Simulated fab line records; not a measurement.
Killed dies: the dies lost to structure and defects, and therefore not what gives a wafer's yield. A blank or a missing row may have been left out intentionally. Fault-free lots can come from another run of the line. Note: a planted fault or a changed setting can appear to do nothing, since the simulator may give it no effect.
8D (eight disciplines) problem report, filled in by code    flow rit-cmos    the parts of the form that need people (team, actions taken, sign-off) are left out

1. WHAT IS WRONG
Wafers without a fault read 99.99 mTorr, standard deviation 0.098; chamber-pressure-mTorr at RIT_M1_METAL_ETCH_12 reads a mean of 150.02 mTorr on 2 wafers belonging to 2 lots. So: +99 or more standard deviations from the usual mean.
The step: etches Al in Cl2/BCl3, stops on SiO2, time 165 s, target depth 600 nm.
Seen first at day 5 16:41 on rie-metal-03, wafer L541.3. The record holds 18 wafers of 6 lots with a number at this step. Rule for "out" (also "out of limits"): further than 4 standard deviations from the usual mean. Any other wafer with a number is counted as sound.

2. WHAT IT IS; WHAT IT IS NOT
question                     is                      is not
which readings at this step  chamber-pressure-mTorr  drypump-motor-current-A, throttle-valve-pct
which lots                   L541, L544              L532, L533, L546, L548
which wafers of those lots   L541.3, L544.2          L541.2, L541.5, L544.1, L544.5
read on which tools          rie-metal-03            rie-metal-01, rie-metal-04
when                         from day 5 16:41        up to then (8 sound wafers); but 8 sound wafers of L544, L546, L548 came after

3. WHAT RULES OUT EACH SUSPECT
Counting: any tool at a process step up to the reading remains a suspect provided it ran every lot that is out. Sound lots after the first of them don't rule it out here, since some wafers of a struck lot are sound.
- rie-metal-03 at RIT_M1_METAL_ETCH_12 (etches Al in Cl2/BCl3, stops on SiO2, time 165 s, target depth 600 nm): kept. Every lot that is out went through it, the first being L541 (day 5 16:41); the last sound lot it ran before that was L532 (day 3 18:37). On those wafers its own readings are out: chamber-pressure-mTorr.
- Within rie-metal-03 at RIT_M1_METAL_ETCH_12: the wafers that are out ran in chamber 0; their sound lot-mates ran in chamber 1.
Left after counting: rie-metal-03 at RIT_M1_METAL_ETCH_12.

4. THE CAUSE (what the simulator had put in)
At RIT_M1_METAL_ETCH_12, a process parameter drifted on rie-metal-03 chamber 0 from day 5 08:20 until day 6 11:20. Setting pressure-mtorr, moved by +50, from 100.
After counting, this tool was the only one left.

5. SEQUENCE OF EFFECTS, ordered by route
Each row: a reading where the mean over the struck wafers with a number is more than 3 standard deviations away from the usual. Scope: only readings with a usual standard deviation given in the record; hours: median across lots of the time from each lot's start at the first step in this table that gives one to its start at this step; sigmas: change in usual standard deviations.
hours  step                  reading                 usual        on struck wafers  change  sigmas
0      RIT_M1_METAL_ETCH_12  chamber-pressure-mTorr  99.99 mTorr  150.02            +50.03  +99 or more
Here are the process steps it includes:
- RIT_M1_METAL_ETCH_12: etches Al in Cl2/BCl3, stops on SiO2, time 165 s, target depth 600 nm.

6. WHAT WOULD HAVE CAUGHT IT SOONER
The fault began at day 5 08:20; the first out-of-limits reading in this record came at day 5 16:41, 8 hours later.
